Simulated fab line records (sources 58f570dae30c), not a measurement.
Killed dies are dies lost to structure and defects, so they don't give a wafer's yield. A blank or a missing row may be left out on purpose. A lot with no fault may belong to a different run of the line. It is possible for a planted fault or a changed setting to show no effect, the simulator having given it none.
A lot that was struck, set against a sound lot	flow berkeley_cmos170	17 out of 331 route steps
Sound: these wafers, L494.2, L494.4, L494.5. Struck: wafer L504.3 (left out: L504.4, L504.5 of the same lot, which were not struck); the cause appears at the end.
Each step with rows lists, per side, the tool, then ch with its chambers, then its first start. Under that, the readings that differ: sound wafers	struck wafers	difference of the means	sigmas: that difference in standard deviations of wafers without a fault.
alike: readings whose means differ by less than 2 such deviations, and words and numbers that are the same on both sides. not compared: withheld readings, readings that some wafer has no value for, bounds like >300 that may hide the same value, and numbers for which the record gives no deviation and whose values overlap.
The two part at a step that has a row with sigmas, a row that says differs or no value, or rows on one side only. Numbers that don't overlap but have no deviation are shown without sigmas and don't part them. Lack of a reading on every wafer of one side parts them only where that side has two or more wafers.

UCB170_M1_SPUTTER_00: material Al, target thk 600 nm, time 80 s.
  sound on pvd_sputter-01 at day 7 22:08; struck on pvd_sputter-03 at day 10 05:12
  alike: throttle_valve_pct
UCB170_M1_RS_MEAS_01: measurement is done with a four-point probe.
  sound on film_metro-02 at day 7 22:13; struck on film_metro-02 at day 10 05:19
  alike: M1_AL_RS
UCB170_M1_THK_MEAS_02: measures by xrf.
  sound on film_metro-02 at day 7 22:19; struck on film_metro-02 at day 10 05:25
  alike: M1_AL_THK
then, 6 steps without rows for these wafers: UCB170_M1_COAT_03; UCB170_M1_COAT_04 (resist thk 900 nm); UCB170_M1_SOFTBAKE_05 (time 60 s); UCB170_M1_EXPOSE_06 (exposes mask METAL1, target cd 700 nm); UCB170_M1_PEB_07; UCB170_M1_DEVELOP_08 (develop time 45 s).
UCB170_M1_CD_MEAS_09 targets a cd of 700 nm.
  sound on cd_sem-01 at day 8 00:31; struck on cd_sem-01 at day 10 06:40
  alike: cd_nm
UCB170_M1_OVL_MEAS_10:
  sound on overlay-02 at day 8 00:38; struck on overlay-01 at day 10 06:46
  alike: M1_OVL
UCB170_M1_ETCH_11: etches BARC in N2/H2.
  sound on rie_diel-03 ch 1,2,3, day 8 00:40; struck on rie_diel-03 ch 0, day 10 06:47
  alike: drypump_motor_current_A, oes_product_au, throttle_valve_pct
UCB170_M1_METAL_ETCH_12: etches Al in Cl2/BCl3, stops on PSG, target depth 780 nm, time 130 s.
  sound on rie_metal-01 ch 0,1, day 8 00:42; struck on rie_metal-03 ch 0, day 10 06:52
reading	sound	struck	difference	sigmas
oes_product_au (a.u.)	0.849 0.837 0.869	0.974	+0.122	+7
run_length_s (s)	158.4 158.0 158.3	133.8	-24.4	-48
model.KrF_of_M1_COAT_04.thk_nm (nm)	436.5 431.6 434.9	523.1	+88.8	
model.M1.cd_nm (nm)	698.6 700.1 701.2	706.6	+6.6	
  alike: drypump_motor_current_A, mfc_cl2_sccm, throttle_valve_pct
  not compared: rf_hours_counter_h
UCB170_M1_STRIP_13: strips in O2.
  sound on plasma_asher-02 ch 0,1, day 8 00:50; struck on plasma_asher-01 ch 0, day 10 06:59
  alike: drypump_motor_current_A, oes_product_au
  not compared: rf_hours_counter_h
UCB170_M1_CD_MEAS_90 targets a cd of 700 nm.
  sound on cd_sem-02 at day 8 01:02; struck on cd_sem-01 at day 10 07:06
reading	sound	struck	difference	sigmas
cd_nm (nm)	698.8 700.2 701.5	706.8	+6.6	+3
then, 1 step without rows for these wafers: UCB170_M1_ANNEAL_14 (time 1200 s).
UCB170_M3_PROBE_99:
  sound on prober-02 at day 8 14:23; struck on prober-01 at day 11 00:45
reading	sound	struck	difference	sigmas
model.etest.m1_comb_over_steps.over_limit	0 0 0	1	+1	
model.etest.antenna_m1.vt_shift_v (V)	-0.008087 -0.009226 -0.003943	0.002354	+0.009439	
  not compared: model.etest.ring.over_limit

== WHERE THEY PART ==
Earliest at UCB170_M1_METAL_ETCH_12; latest, in this record, at UCB170_M1_CD_MEAS_90.

WHY: what the simulator had put in
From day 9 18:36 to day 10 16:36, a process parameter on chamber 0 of rie_metal-03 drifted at UCB170_M1_METAL_ETCH_12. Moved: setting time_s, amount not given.
